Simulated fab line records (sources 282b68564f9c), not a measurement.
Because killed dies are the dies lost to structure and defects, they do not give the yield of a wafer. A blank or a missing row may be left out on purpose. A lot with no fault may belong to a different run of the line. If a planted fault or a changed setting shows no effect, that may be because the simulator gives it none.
A sampling plan put to the test	flow rit_cmos	one fab line, 10 faults that these records tell of, each judged on the records of the lots that it struck
The plan consists of the line's own looks: route steps at which the wafer is read by a gauge or an inspection but not changed. A look is open to judgement when struck wafers have a number at it and the file gives its usual mean and standard deviation on fault-free wafers. Caught: 4 or more of those standard deviations (sigma) separate the usual mean from the mean of the struck wafers at a look after the fault's first step. On the tool: here the same test is run on the tool's own readings at the fault's steps. A different recipe on the struck wafers counts as caught too, as does a record blank only for those wafers.

## THE FAULTS, as the simulator had put them in
1. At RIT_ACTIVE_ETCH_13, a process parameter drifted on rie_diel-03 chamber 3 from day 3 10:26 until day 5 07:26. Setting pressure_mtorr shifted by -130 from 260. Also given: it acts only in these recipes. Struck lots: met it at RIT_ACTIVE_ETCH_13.
2. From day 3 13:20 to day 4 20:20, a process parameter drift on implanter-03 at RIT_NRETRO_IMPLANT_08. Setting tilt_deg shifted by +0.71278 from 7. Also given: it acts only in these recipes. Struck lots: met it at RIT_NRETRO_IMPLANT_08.
3. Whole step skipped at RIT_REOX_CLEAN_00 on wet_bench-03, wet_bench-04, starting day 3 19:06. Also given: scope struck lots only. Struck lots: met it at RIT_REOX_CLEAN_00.
4. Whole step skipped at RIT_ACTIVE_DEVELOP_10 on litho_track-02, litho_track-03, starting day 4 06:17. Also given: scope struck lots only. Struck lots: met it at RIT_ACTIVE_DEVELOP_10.
5. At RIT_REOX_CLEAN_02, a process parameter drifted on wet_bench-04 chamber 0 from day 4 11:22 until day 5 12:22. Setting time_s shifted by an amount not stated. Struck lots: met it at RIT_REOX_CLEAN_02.
6. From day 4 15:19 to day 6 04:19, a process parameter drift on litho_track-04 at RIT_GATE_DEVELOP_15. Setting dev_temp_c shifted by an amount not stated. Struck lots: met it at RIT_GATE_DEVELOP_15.
7. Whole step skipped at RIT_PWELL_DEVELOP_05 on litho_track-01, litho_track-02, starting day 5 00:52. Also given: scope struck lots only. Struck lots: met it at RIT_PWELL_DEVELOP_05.
8. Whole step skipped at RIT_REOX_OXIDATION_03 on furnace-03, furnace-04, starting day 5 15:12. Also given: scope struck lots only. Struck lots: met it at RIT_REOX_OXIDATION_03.
9. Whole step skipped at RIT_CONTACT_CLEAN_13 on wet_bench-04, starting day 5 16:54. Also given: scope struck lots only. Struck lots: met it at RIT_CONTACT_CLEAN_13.
10. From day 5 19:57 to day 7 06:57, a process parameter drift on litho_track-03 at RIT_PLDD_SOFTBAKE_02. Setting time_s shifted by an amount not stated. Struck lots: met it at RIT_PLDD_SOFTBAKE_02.

## WHAT THE PLAN SAW
fault	on the tool itself	first look that catches it	reading, sigma	median hours from its first step to that look	hours from the fault's start to the first struck lot there	judged looks passed uncaught
1	chamber_pressure_mTorr -99 or beyond sigma	not the one look that can be judged after it	-	-	-	1
2	tilt_deg +37 sigma	none of the 2 looks that can be judged after it	-	-	-	2
3	the tool's record is blank for the struck wafers	no look after it can be judged	-	-	-	0
4	the tool's record is blank for the struck wafers	no look after it can be judged	-	-	-	0
5	run_length_s -45 sigma	no look after it can be judged	-	-	-	0
6	developer_temp_C -22 sigma	no look after it can be judged	-	-	-	0
7	the tool's record is blank for the struck wafers	no look after it can be judged	-	-	-	0
8	the tool's record is blank for the struck wafers	no look after it can be judged	-	-	-	0
9	the tool's record is blank for the struck wafers	not the one look that can be judged after it	-	-	-	1
10	run_length_s -49 sigma	no look after it can be judged	-	-	-	0
A dash: this means the fault isn't caught or the number doesn't appear in these records.

Caught at a look: 0 of 10. Caught on the tool: 10 of 10. By one or the other: 10 of 10.
On the tool alone, faults 1, 2, 3, 4, 5, 6, 7, 8, 9, 10 were caught.
